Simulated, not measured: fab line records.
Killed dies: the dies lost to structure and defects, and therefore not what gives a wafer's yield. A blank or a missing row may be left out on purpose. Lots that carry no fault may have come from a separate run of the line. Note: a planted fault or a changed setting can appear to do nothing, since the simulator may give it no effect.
fab line records	flow rit_cmos	part 1 of 2: steps 1 to 34 of 47
record lots=5	wafers=15	last_day=7
route steps=202 shown ACTIVE@16 FOX1@20 FOX2@23 NWELL@28 PWELL@39 WELLDRIVE@50 NRETRO@53
lots with no fault: from the same line, run without faults
start_h: hours from the record's first day to the start of the lot's first wafer shown	wait_h: time in hours since the lot's previous step	" the same as in the row above	L1.1+2: a single row standing in for several wafers	- value missing, or start not given	* or withheld: withheld	< > ~ a bound
route shown NAME@n: NAME is a module with steps in the file, n the number in the route of the first one	usual: the fault-free wafers' mean and standard deviation	same: alike in all rows	chamber/n: place in a boat	sites: the reading at each site	_std_site: standard deviation across them	_edge_site: the outer-site mean with the inner-site mean subtracted	radius_mm: for every site, how far away it sits from the centre of the wafer	mask NAME#n: copy n	behind: the last tool/chamber to shape the wafer	hold: what put the lot on hold/how long, in hours/how the hold closed	device: the n, p or np transistor that did not switch	end of line: at the end of the route, the tests of the same wafers	a step given without rows: its recipe and nothing more	killed: dies that structure and defects cost at the first sort, which is not the same as the wafer's yield	map: a wafer's dies, marking killed ones x, the rest . and places with no die _
set.NAME: the setting that was run; set.NAME@STEP: the one run at that earlier step	model.NAME: the simulator's own value behind a step, which no gauge read
lots seen at some steps along the route; tables by step, rows by wafer
services: a tool's chamber out of use, with start hour (start_h, from the record's first day; less than 0 if before it), hours out, and reason
## steps
# step RIT_ACTIVE_CD_MEAS_90
# recipe target_cd_nm=1400
# usual cd_nm=1400.5/1.9
lot.wafer	tool	chamber	start_h	wait_h	cd_nm
L076.2	cd_sem-02	-	25.91	0.1	1402.0
L076.3	"	-	"	"	1400.1
L076.6	"	-	"	"	1401.6
L083.3	cd_sem-02	-	60.28	0.1	1401.0
L083.4	"	-	"	"	1400.6
L083.6	"	-	"	"	1400.7
L087.1	cd_sem-02	-	80.02	0.1	1396.2
L087.3	"	-	"	"	1397.5
L087.5	"	-	"	"	1397.9
L094.1	cd_sem-02	-	116.92	0.1	1401.7
L094.2	"	-	"	"	1399.7
L094.5	"	-	"	"	1398.4
L096.3	cd_sem-01	-	125.18	0.1	1401.4
L096.4	"	-	"	"	1399.8
L096.5	"	-	"	"	1402.6
# step RIT_ACTIVE_CLEAN_15
# recipe chemistry=SC1	mix=3:3:50	time_s=600	temp_c=75
# usual temp_c=75.00/0.13
lot.wafer	tool	chamber	start_h	wait_h	temp_c
L076.2	wet_bench-02	1	26.01	0.1	74.73
L076.3	"	1	"	"	74.79
L076.6	"	1	"	"	74.62
L083.3	wet_bench-04	1	60.36	0.1	75.11
L083.4	"	1	"	"	75.00
L083.6	"	1	"	"	75.09
L087.1	wet_bench-02	0	80.14	0.1	75.12
L087.3	"	0	"	"	75.09
L087.5	"	0	"	"	75.06
L094.1	wet_bench-04	3	117.04	0.1	74.94
L094.2	"	3	"	"	74.94
L094.5	"	3	"	"	74.85
L096.3	wet_bench-02	2	125.26	0.1	75.05
L096.4	"	2	"	"	74.69
L096.5	"	2	"	"	74.86
# step RIT_ACTIVE_CLEAN_16
# recipe chemistry=dHF	dilution=50:1	time_s=30
lot.wafer	tool	chamber	start_h	wait_h
L076.2+3+6	wet_bench-04	3	26.18	0.0
L083.3+4+6	wet_bench-02	2	60.53	0.0
L087.1+3+5	wet_bench-04	3	80.31	0.0
L094.1+2+5	wet_bench-03	2	117.21	0.0
L096.3+4+5	wet_bench-03	2	125.44	0.0
# step RIT_ACTIVE_CLEAN_17
# recipe chemistry=SC2	mix=3:3:50	time_s=600	temp_c=75	dry=n2_spin
# usual temp_c=74.97/0.12
lot.wafer	tool	chamber	start_h	wait_h	temp_c
L076.2	wet_bench-03	2	26.20	0.0	75.29
L076.3	"	2	"	"	75.02
L076.6	"	2	"	"	75.03
L083.3	wet_bench-03	1	60.55	0.0	75.08
L083.4	"	1	"	"	75.08
L083.6	"	1	"	"	74.85
L087.1	wet_bench-03	0	80.33	0.0	75.04
L087.3	"	0	"	"	75.23
L087.5	"	0	"	"	75.05
L094.1	wet_bench-04	0	117.23	0.0	75.19
L094.2	"	0	"	"	75.10
L094.5	"	0	"	"	75.07
L096.3	wet_bench-04	1	125.45	0.0	74.79
L096.4	"	1	"	"	74.86
L096.5	"	1	"	"	74.80
# step RIT_FOX1_OXIDATION_00
# recipe temp_c=1100	ambient=H2O	target_thk_a=3507	p_h2o_torr=720	ox_time_s=1130
lot.wafer	tool	chamber	start_h	wait_h
L076.2+3+6	furnace-01	0	26.38	0.0
L083.3+4+6	furnace-01	0	61.90	1.2
L087.1+3+5	furnace-04	0	80.51	0.0
L094.1+2+5	furnace-04	0	118.13	0.7
L096.3+4+5	furnace-04	0	125.92	0.3
# step RIT_FOX1_THK_MEAS_01
# recipe reads=SiO2_of_FOX1_OXIDATION_00
# usual FOX1_OXIDE_THK=356/6.1
lot.wafer	tool	chamber	start_h	wait_h	FOX1_OXIDE_THK[nm]
L076.2	film_metro-04	-	27.70	0.0	356
L076.3	"	-	"	"	354
L076.6	"	-	"	"	352
L083.3	film_metro-03	-	63.23	0.0	364
L083.4	"	-	"	"	369
L083.6	"	-	"	"	369
L087.1	film_metro-04	-	81.82	0.0	358
L087.3	"	-	"	"	352
L087.5	"	-	"	"	355
L094.1	film_metro-04	-	119.44	0.0	359
L094.2	"	-	"	"	359
L094.5	"	-	"	"	363
L096.3	film_metro-03	-	127.25	0.0	356
L096.4	"	-	"	"	356
L096.5	"	-	"	"	352
# step RIT_FOX1_WET_ETCH_02
# recipe chemistry=BOE	target_depth_nm=350	time_s=390	temp_c=21.5	dry=n2_spin	dilution=10:1	target=SiO2
# usual temp_c=21.53/0.096
lot.wafer	tool	chamber	start_h	wait_h	temp_c
L076.2	wet_bench-02	2	27.75	0.0	21.52
L076.3	"	2	"	"	21.59
L076.6	"	2	"	"	21.54
L083.3	wet_bench-01	3	63.27	0.0	21.39
L083.4	"	3	"	"	21.48
L083.6	"	3	"	"	21.49
L087.1	wet_bench-01	1	81.88	0.1	21.49
L087.3	"	1	"	"	21.55
L087.5	"	1	"	"	21.65
L094.1	wet_bench-01	1	119.50	0.1	21.60
L094.2	"	1	"	"	21.58
L094.5	"	1	"	"	21.65
L096.3	wet_bench-04	3	127.29	0.0	21.50
L096.4	"	3	"	"	21.61
L096.5	"	3	"	"	21.72
# step RIT_FOX2_OXIDATION_00
# recipe temp_c=1100	ambient=H2O	target_thk_a=3507	p_h2o_torr=720	ox_time_s=1130
lot.wafer	tool	chamber	start_h	wait_h
L076.2+3+6	furnace-01	0	27.87	0.0
L083.3+4+6	furnace-01	0	63.39	0.0
L087.1+3+5	furnace-02	0	82.05	0.1
L094.1+2+5	furnace-02	0	119.62	0.0
L096.3+4+5	furnace-04	0	128.73	1.3
# step RIT_FOX2_THK_MEAS_01
# recipe reads=SiO2_of_FOX2_OXIDATION_00
# usual FOX2_OXIDE_THK=352/6.4
lot.wafer	tool	chamber	start_h	wait_h	FOX2_OXIDE_THK[nm]
L076.2	film_metro-04	-	29.19	0.0	358
L076.3	"	-	"	"	359
L076.6	"	-	"	"	356
L083.3	film_metro-01	-	64.72	0.0	363
L083.4	"	-	"	"	360
L083.6	"	-	"	"	365
L087.1	film_metro-02	-	83.44	0.1	352
L087.3	"	-	"	"	349
L087.5	"	-	"	"	348
L094.1	film_metro-01	-	120.93	0.0	353
L094.2	"	-	"	"	355
L094.5	"	-	"	"	361
L096.3	film_metro-01	-	130.06	0.0	352
L096.4	"	-	"	"	352
L096.5	"	-	"	"	357
# step RIT_FOX2_CLEAN_02
# recipe chemistry=dHF	dilution=50:1	time_s=180
lot.wafer	tool	chamber	start_h	wait_h
L076.2+3+6	wet_bench-03	3	29.24	0.0
L083.3+4+6	wet_bench-03	2	64.76	0.0
L087.1+3+5	wet_bench-01	1	83.50	0.1
L094.1+2+5	wet_bench-02	1	120.99	0.1
L096.3+4+5	wet_bench-01	0	130.10	0.0
# step RIT_FOX2_WET_ETCH_03
# recipe chemistry=H3PO4	target=Si3N4	target_depth_nm=195	temp_c=165	time_s=2700
# usual temp_c=165.02/0.17
lot.wafer	tool	chamber	start_h	wait_h	temp_c
L076.2	wet_bench-02	1	29.30	0.0	165.05
L076.3	"	1	"	"	165.19
L076.6	"	1	"	"	165.06
L083.3	wet_bench-01	3	64.82	0.0	164.87
L083.4	"	3	"	"	164.87
L083.6	"	3	"	"	164.98
L087.1	wet_bench-02	3	83.56	0.0	164.84
L087.3	"	3	"	"	164.93
L087.5	"	3	"	"	164.80
L094.1	wet_bench-03	2	121.06	0.0	165.30
L094.2	"	2	"	"	165.14
L094.5	"	2	"	"	165.17
L096.3	wet_bench-02	0	130.16	0.0	165.26
L096.4	"	0	"	"	164.98
L096.5	"	0	"	"	165.16
# step RIT_FOX2_THK_MEAS_90
# recipe reads=SiO2_of_FOX2_OXIDATION_00
# usual FIELD_OXIDE_LEFT_1_THK=325/6.4
lot.wafer	tool	chamber	start_h	wait_h	FIELD_OXIDE_LEFT_1_THK[nm]
L076.2	film_metro-04	-	30.07	0.0	330
L076.3	"	-	"	"	330
L076.6	"	-	"	"	329
L083.3	film_metro-04	-	65.60	0.0	334
L083.4	"	-	"	"	331
L083.6	"	-	"	"	337
L087.1	film_metro-02	-	84.32	0.0	324
L087.3	"	-	"	"	322
L087.5	"	-	"	"	321
L094.1	film_metro-04	-	121.81	0.0	325
L094.2	"	-	"	"	327
L094.5	"	-	"	"	333
L096.3	film_metro-01	-	130.94	0.0	325
L096.4	"	-	"	"	324
L096.5	"	-	"	"	330
# step RIT_NWELL_HMDS_00
# recipe prime_time_s=60	prime_temp_c=140
lot.wafer	tool	chamber	start_h	wait_h
L076.2+3+6	litho_track-02	0	30.14	0.1
L083.3+4+6	litho_track-04	0	65.69	0.1
L087.1+3+5	litho_track-04	0	84.38	0.1
L094.1+2+5	litho_track-02	0	121.87	0.1
L096.3+4+5	litho_track-03	0	131.03	0.1
# step RIT_NWELL_COAT_01
# recipe resist=NOVOLAK	spin_rpm=2000	resist_thk_nm=1300
lot.wafer	tool	chamber	start_h	wait_h
L076.2+3+6	litho_track-02	0	30.29	0.1
L083.3+4+6	litho_track-04	0	65.84	0.1
L087.1+3+5	litho_track-04	0	84.53	0.1
L094.1+2+5	litho_track-02	0	122.02	0.1
L096.3+4+5	litho_track-03	0	131.18	0.1
# step RIT_NWELL_SOFTBAKE_02
# recipe resist=NOVOLAK	temp_c=90	time_s=60
lot.wafer	tool	chamber	start_h	wait_h
L076.2+3+6	litho_track-02	0	30.44	0.1
L083.3+4+6	litho_track-04	0	65.99	0.1
L087.1+3+5	litho_track-04	0	84.68	0.1
L094.1+2+5	litho_track-02	0	122.17	0.1
L096.3+4+5	litho_track-03	0	131.33	0.1
# step RIT_NWELL_EXPOSE_03
# recipe mask_id=M2	na=0.57	target_cd_nm=43900	dose_mj=250
# usual focus_offset_nm=0.0/0.54
lot.wafer	tool	chamber	start_h	wait_h	mask	focus_offset_nm
L076.2	iline_stepper-01	0	30.59	0.1	M2#0	0.8
L076.3	"	0	"	"	M2#0	0.3
L076.6	"	0	"	"	M2#0	0.8
L083.3	iline_stepper-01	0	66.25	0.2	M2#0	-1.3
L083.4	"	0	"	"	M2#0	-1.0
L083.6	"	0	"	"	M2#0	-1.1
L087.1	iline_stepper-02	0	84.83	0.1	M2#0	0.1
L087.3	"	0	"	"	M2#0	-0.5
L087.5	"	0	"	"	M2#0	1.1
L094.1	iline_stepper-01	0	122.45	0.2	M2#0	-0.4
L094.2	"	0	"	"	M2#0	0.7
L094.5	"	0	"	"	M2#0	0.3
L096.3	iline_stepper-01	0	131.47	0.1	M2#0	-0.8
L096.4	"	0	"	"	M2#0	-0.4
L096.5	"	0	"	"	M2#0	0.2
# step RIT_NWELL_PEB_04
# recipe resist=NOVOLAK	temp_c=withheld	time_s=withheld
lot.wafer	tool	chamber	start_h	wait_h
L076.2+3+6	litho_track-04	0	30.71	0.1
L083.3+4+6	litho_track-03	0	66.38	0.1
L087.1+3+5	litho_track-03	0	84.94	0.1
L094.1+2+5	litho_track-03	0	122.57	0.1
L096.3+4+5	litho_track-03	0	131.60	0.1
# step RIT_NWELL_DEVELOP_05
# recipe resist=NOVOLAK	develop_time_s=68	dev_temp_c=24.16
lot.wafer	tool	chamber	start_h	wait_h
L076.2+3+6	litho_track-04	0	-	-
L083.3+4+6	litho_track-03	0	-	-
L087.1+3+5	litho_track-03	0	-	-
L094.1+2+5	litho_track-03	0	-	-
L096.3+4+5	litho_track-03	0	-	-
# step RIT_NWELL_OVL_MEAS_06
# usual NWELL_OVL=1.8/1.3
lot.wafer	tool	chamber	start_h	wait_h	NWELL_OVL[nm]
L076.2	overlay-01	-	31.00	-	3.4
L076.3	"	-	"	"	2.7
L076.6	"	-	"	"	1.4
L083.3	overlay-01	-	66.66	-	0.7
L083.4	"	-	"	"	1.2
L083.6	"	-	"	"	0.9
L087.1	overlay-01	-	85.26	-	1.5
L087.3	"	-	"	"	2.9
L087.5	"	-	"	"	1.4
L094.1	overlay-01	-	122.88	-	0.2
L094.2	"	-	"	"	2.4
L094.5	"	-	"	"	1.0
L096.3	overlay-01	-	131.87	-	3.1
L096.4	"	-	"	"	1.1
L096.5	"	-	"	"	2.5
# step RIT_NWELL_HARDBAKE_07
# recipe resist=NOVOLAK	temp_c=140	time_s=120
lot.wafer	tool	chamber	start_h	wait_h
L076.2+3+6	litho_track-03	0	31.07	0.1
L083.3+4+6	litho_track-02	0	66.77	0.1
L087.1+3+5	litho_track-04	0	85.29	0.0
L094.1+2+5	litho_track-03	0	122.92	0.0
L096.3+4+5	litho_track-02	0	132.02	0.1
# step RIT_NWELL_IMPLANT_08
# recipe species=P	energy_kev=170	dose_cm2=5e+13	tilt_deg=7
# usual dose_ions_cm2=5e+13/5.2e+10
lot.wafer	tool	chamber	start_h	wait_h	dose_ions_cm2
L076.2	implanter-04	0	31.31	0.2	5e+13
L076.3	"	0	"	"	4.998e+13
L076.6	"	0	"	"	5.001e+13
L083.3	implanter-02	0	66.98	0.2	5.004e+13
L083.4	"	0	"	"	4.993e+13
L083.6	"	0	"	"	4.997e+13
L087.1	implanter-02	0	85.54	0.2	4.991e+13
L087.3	"	0	"	"	4.998e+13
L087.5	"	0	"	"	4.998e+13
L094.1	implanter-03	0	123.17	0.2	5.004e+13
L094.2	"	0	"	"	5e+13
L094.5	"	0	"	"	4.998e+13
L096.3	implanter-02	0	132.23	0.2	4.999e+13
L096.4	"	0	"	"	5.013e+13
L096.5	"	0	"	"	5.002e+13
# step RIT_NWELL_STRIP_09
# recipe chemistry=O2	time_s=180	resist=NOVOLAK	platen_temp_c=withheld	power_w=500	pressure_mtorr=4000	o2_flow_sccm=4000
# usual drypump_motor_current_A=5.45/0.29
lot.wafer	tool	chamber	start_h	wait_h	drypump_motor_current_A	rf_hours_counter_h
L076.2	plasma_asher-02	0	31.43	0.1	4.97	41
L076.3	"	1	"	"	5.64	-
L076.6	"	0	"	"	4.98	-
L083.3	plasma_asher-01	1	67.14	0.1	5.26	-
L083.4	"	0	"	"	5.37	-
L083.6	"	0	"	"	5.37	-
L087.1	plasma_asher-03	1	85.69	0.1	5.38	44
L087.3	"	0	"	"	5.97	-
L087.5	"	1	"	"	5.41	-
L094.1	plasma_asher-02	0	123.32	0.1	4.96	51
L094.2	"	1	"	"	5.65	51
L094.5	"	1	"	"	5.61	-
L096.3	plasma_asher-01	0	132.39	0.1	5.36	-
L096.4	"	1	"	"	5.26	-
L096.5	"	0	"	"	5.37	-
# step RIT_NWELL_TW_MEAS_10
# usual NWELL_TW=2136/17
lot.wafer	tool	chamber	start_h	wait_h	NWELL_TW
L076.2	film_metro-03	-	31.62	0.1	2171
L076.3	"	-	"	"	2175
L076.6	"	-	"	"	2162
L083.3	film_metro-03	-	67.28	0.1	2129
L083.4	"	-	"	"	2123
L083.6	"	-	"	"	2135
L087.1	film_metro-03	-	85.87	0.1	2144
L087.3	"	-	"	"	2132
L087.5	"	-	"	"	2128
L094.1	film_metro-03	-	123.49	0.1	2135
L094.2	"	-	"	"	2140
L094.5	"	-	"	"	2119
L096.3	film_metro-03	-	132.53	0.1	2151
L096.4	"	-	"	"	2136
L096.5	"	-	"	"	2126
# step RIT_PWELL_HMDS_00
# recipe prime_time_s=60	prime_temp_c=140
lot.wafer	tool	chamber	start_h	wait_h
L076.2+3+6	litho_track-03	0	31.69	0.1
L083.3+4+6	litho_track-04	0	67.37	0.1
L087.1+3+5	litho_track-03	0	85.93	0.1
L094.1+2+5	litho_track-03	0	123.55	0.1
L096.3+4+5	litho_track-04	0	132.62	0.1
# step RIT_PWELL_COAT_01
# recipe resist=NOVOLAK	spin_rpm=2000	resist_thk_nm=1300
lot.wafer	tool	chamber	start_h	wait_h
L076.2+3+6	litho_track-03	0	31.84	0.1
L083.3+4+6	litho_track-04	0	67.52	0.1
L087.1+3+5	litho_track-03	0	86.08	0.1
L094.1+2+5	litho_track-03	0	123.70	0.1
L096.3+4+5	litho_track-04	0	132.77	0.1
# step RIT_PWELL_SOFTBAKE_02
# recipe resist=NOVOLAK	temp_c=90	time_s=60
lot.wafer	tool	chamber	start_h	wait_h
L076.2+3+6	litho_track-03	0	31.99	0.1
L083.3+4+6	litho_track-04	0	67.67	0.1
L087.1+3+5	litho_track-03	0	86.23	0.1
L094.1+2+5	litho_track-03	0	123.85	0.1
L096.3+4+5	litho_track-04	0	132.92	0.1
# step RIT_PWELL_EXPOSE_03
# recipe mask_id=M3	na=0.57	target_cd_nm=43700	dose_mj=250
# usual focus_offset_nm=0.0/0.49
lot.wafer	tool	chamber	start_h	wait_h	mask	focus_offset_nm
L076.2	iline_stepper-02	0	32.26	0.2	M3#0	0.6
L076.3	"	0	"	"	M3#0	1.3
L076.6	"	0	"	"	M3#0	0.5
L083.3	iline_stepper-02	0	67.93	0.2	M3#0	0.2
L083.4	"	0	"	"	M3#0	0.7
L083.6	"	0	"	"	M3#0	-0.5
L087.1	iline_stepper-02	0	86.50	0.2	M3#0	0.2
L087.3	"	0	"	"	M3#0	0.5
L087.5	"	0	"	"	M3#0	0.1
L094.1	iline_stepper-01	0	124.00	0.1	M3#0	0.3
L094.2	"	0	"	"	M3#0	0.7
L094.5	"	0	"	"	M3#0	0.3
L096.3	iline_stepper-02	0	133.06	0.1	M3#0	0.3
L096.4	"	0	"	"	M3#0	-0.4
L096.5	"	0	"	"	M3#0	0.5
# step RIT_PWELL_PEB_04
# recipe resist=NOVOLAK	temp_c=withheld	time_s=withheld
lot.wafer	tool	chamber	start_h	wait_h
L076.2+3+6	litho_track-03	0	32.38	0.1
L083.3+4+6	litho_track-03	0	68.06	0.1
L087.1+3+5	litho_track-03	0	86.62	0.1
L094.1+2+5	litho_track-01	0	124.12	0.1
L096.3+4+5	litho_track-04	0	133.18	0.1
# step RIT_PWELL_DEVELOP_05
# recipe resist=NOVOLAK	develop_time_s=68	dev_temp_c=23
lot.wafer	tool	chamber	start_h	wait_h
L076.2+3+6	litho_track-03	0	-	-
L083.3+4+6	litho_track-03	0	-	-
L087.1+3+5	litho_track-03	0	-	-
L094.1+2+5	litho_track-01	0	-	-
L096.3+4+5	litho_track-04	0	-	-
# step RIT_PWELL_OVL_MEAS_06
# usual PWELL_OVL=-0.6/1.3
lot.wafer	tool	chamber	start_h	wait_h	PWELL_OVL[nm]
L076.2	overlay-02	-	32.68	-	0.5
L076.3	"	-	"	"	0.8
L076.6	"	-	"	"	-0.2
L083.3	overlay-01	-	68.33	-	-0.2
L083.4	"	-	"	"	-0.3
L083.6	"	-	"	"	-0.4
L087.1	overlay-01	-	86.93	-	1.0
L087.3	"	-	"	"	-0.7
L087.5	"	-	"	"	-0.4
L094.1	overlay-02	-	124.43	-	-1.6
L094.2	"	-	"	"	-2.1
L094.5	"	-	"	"	-1.6
L096.3	overlay-01	-	133.46	-	-2.5
L096.4	"	-	"	"	-2.6
L096.5	"	-	"	"	-1.8
# step RIT_PWELL_HARDBAKE_07
# recipe resist=NOVOLAK	temp_c=140	time_s=120
lot.wafer	tool	chamber	start_h	wait_h
L076.2+3+6	litho_track-01	0	32.75	0.1
L083.3+4+6	litho_track-04	0	68.44	0.1
L087.1+3+5	litho_track-01	0	86.97	0.0
L094.1+2+5	litho_track-04	0	124.47	0.0
L096.3+4+5	litho_track-03	0	133.59	0.1
# step RIT_PWELL_IMPLANT_08
# recipe species=B	energy_kev=170	dose_cm2=7e+13	tilt_deg=7.331
# usual dose_ions_cm2=7.001e+13/7.8e+10
lot.wafer	tool	chamber	start_h	wait_h	dose_ions_cm2
L076.2	implanter-01	0	32.98	0.2	7.004e+13
L076.3	"	0	"	"	7.004e+13
L076.6	"	0	"	"	6.994e+13
L083.3	implanter-02	0	68.66	0.2	6.997e+13
L083.4	"	0	"	"	6.998e+13
L083.6	"	0	"	"	6.985e+13
L087.1	implanter-04	0	87.22	0.2	7.004e+13
L087.3	"	0	"	"	7.01e+13
L087.5	"	0	"	"	6.995e+13
L094.1	implanter-02	0	124.72	0.2	7.008e+13
L094.2	"	0	"	"	6.999e+13
L094.5	"	0	"	"	7.007e+13
L096.3	implanter-02	0	133.80	0.2	7.001e+13
L096.4	"	0	"	"	7.013e+13
L096.5	"	0	"	"	7.009e+13
# step RIT_PWELL_STRIP_09
# recipe chemistry=O2	time_s=180	resist=NOVOLAK	platen_temp_c=withheld	power_w=500	pressure_mtorr=4000	o2_flow_sccm=4000
# usual drypump_motor_current_A=5.44/0.24
lot.wafer	tool	chamber	start_h	wait_h	drypump_motor_current_A	rf_hours_counter_h
L076.2	plasma_asher-01	1	33.11	0.1	5.26	40
L076.3	"	1	"	"	5.25	-
L076.6	"	1	"	"	5.25	-
L083.3	plasma_asher-01	0	68.82	0.1	5.38	-
L083.4	"	1	"	"	5.26	-
L083.6	"	0	"	"	5.36	-
L087.1	plasma_asher-03	0	87.37	0.1	5.99	44
L087.3	"	1	"	"	5.41	-
L087.5	"	0	"	"	5.99	-
L094.1	plasma_asher-01	1	124.87	0.1	5.24	1
L094.2	"	0	"	"	5.36	1
L094.5	"	1	"	"	5.26	-
L096.3	plasma_asher-04	1	133.96	0.1	5.33	-
L096.4	"	0	"	"	5.38	-
L096.5	"	0	"	"	5.40	-
# step RIT_PWELL_TW_MEAS_10
# usual PWELL_TW=947/8.1
lot.wafer	tool	chamber	start_h	wait_h	PWELL_TW
L076.2	film_metro-04	-	33.29	0.1	960
L076.3	"	-	"	"	949
L076.6	"	-	"	"	948
L083.3	film_metro-04	-	68.95	0.1	957
L083.4	"	-	"	"	961
L083.6	"	-	"	"	956
L087.1	film_metro-04	-	87.54	0.1	948
L087.3	"	-	"	"	948
L087.5	"	-	"	"	948
L094.1	film_metro-04	-	125.04	0.1	951
L094.2	"	-	"	"	946
L094.5	"	-	"	"	950
L096.3	film_metro-04	-	134.10	0.1	944
L096.4	"	-	"	"	944
L096.5	"	-	"	"	949
